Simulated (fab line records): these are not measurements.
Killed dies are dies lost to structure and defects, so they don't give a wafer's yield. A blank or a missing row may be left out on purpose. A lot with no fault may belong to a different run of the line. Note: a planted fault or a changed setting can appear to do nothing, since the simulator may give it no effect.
Struck lot and sound lot, side by side | flow rit cmos | 15 out of 202 route steps
Sound: the wafers L226.1, L226.5, L226.6. Struck: wafer L235.6 (left out: L235.3, L235.5 of the same lot, which were not struck); the cause appears at the end.
Per side, at each step with rows, come the tool, then ch with its chambers, and then its first start. Under that, the readings that differ: sound wafers | struck wafers | difference of the means | sigmas: that difference in standard deviations of wafers without a fault.
alike: readings with means less than 2 such deviations apart, plus words and numbers identical on both sides. not compared: withheld readings, readings lacking a value on some wafer, bounds such as >300 that could conceal the same value, and numbers that have no deviation in the record and whose values overlap.
The two part at a step that has a row with sigmas, a row that says differs or no value, or rows on one side only. When numbers do not overlap yet have no deviation, they are printed without sigmas and do not part them. A reading missing from all wafers of one side parts the sides only when that side holds two or more wafers.

first, 2 steps without rows for these wafers: RIT_REOX_CLEAN_02 (cleans in SC2, time 600 s); RIT_REOX_OXIDATION_03 (target thk 25.2 nm, ox time 5580 s).
RIT_REOX_THK_MEAS_04:
  sound on film metro-01, day 3 04:22; struck on film metro-01, day 5 00:56
  reading             | sound          | struck | difference | sigmas
  REOX_OXIDE_THK (nm) | 24.9 25.3 25.2 | 26.4   | +1.3       | +2
then, 2 steps without rows for these wafers: RIT_NLDD_HMDS_00 (prime time 60 s); RIT_NLDD_COAT_01 (resist thk 1000 nm).
RIT_NLDD_SOFTBAKE_02: time 62.18 s.
  sound on litho track-03 ch 0, day 3 04:43; struck on litho track-01 ch 0, day 5 01:20
  alike: plate sensor t centre C, plate sensor t edge C
then, 3 steps without rows for these wafers: RIT_NLDD_EXPOSE_03 (exposes mask M7, target cd 40700 nm); RIT_NLDD_PEB_04; RIT_NLDD_DEVELOP_05 (develop time 50 s).
RIT_NLDD_OVL_MEAS_06:
  sound on overlay-01, day 3 05:16; struck on overlay-01, day 5 01:58
  reading       | sound        | struck | difference | sigmas
  NLDD_OVL (nm) | -0.1 1.9 1.1 | -2.8   | -3.8       | -2
then, 2 steps without rows for these wafers: RIT_NLDD_HARDBAKE_07 (time 60 s); RIT_NLDD_IMPLANT_08.
RIT_NLDD_STRIP_09: strips in O2, time 180 s.
  sound on plasma asher-02 ch 0,1, day 3 05:37; struck on plasma asher-02 ch 0, day 5 02:21
  reading                        | sound          | struck | difference | sigmas
  chamber pressure mTorr (mTorr) | 4004 4006 4007 | 4800   | +794       | +99 or more
  alike: drypump motor current A
  not compared: rf hours counter h
RIT_NLDD_TW_MEAS_10:
  sound on film metro-03, day 3 05:47; struck on film metro-01, day 5 02:29
  alike: NLDD_TW
RIT_M1_PROBE_99:
  sound on prober-02, day 3 22:09; struck on prober-02, day 5 19:00
  reading             | sound | struck | difference | sigmas
  killed at front end | 3 3 4 | 17     | +14        | +4
  killed dies         | 3 3 4 | 17     | +14        | +4
  killed short        | 2 2 1 | 12     | +10        | +5
  alike: killed at contacts, killed open

WHERE THEY PART
Last at RIT_M1_PROBE_99 as far as this record goes, first at RIT_REOX_THK_MEAS_04.

WHY: what the simulator had put in
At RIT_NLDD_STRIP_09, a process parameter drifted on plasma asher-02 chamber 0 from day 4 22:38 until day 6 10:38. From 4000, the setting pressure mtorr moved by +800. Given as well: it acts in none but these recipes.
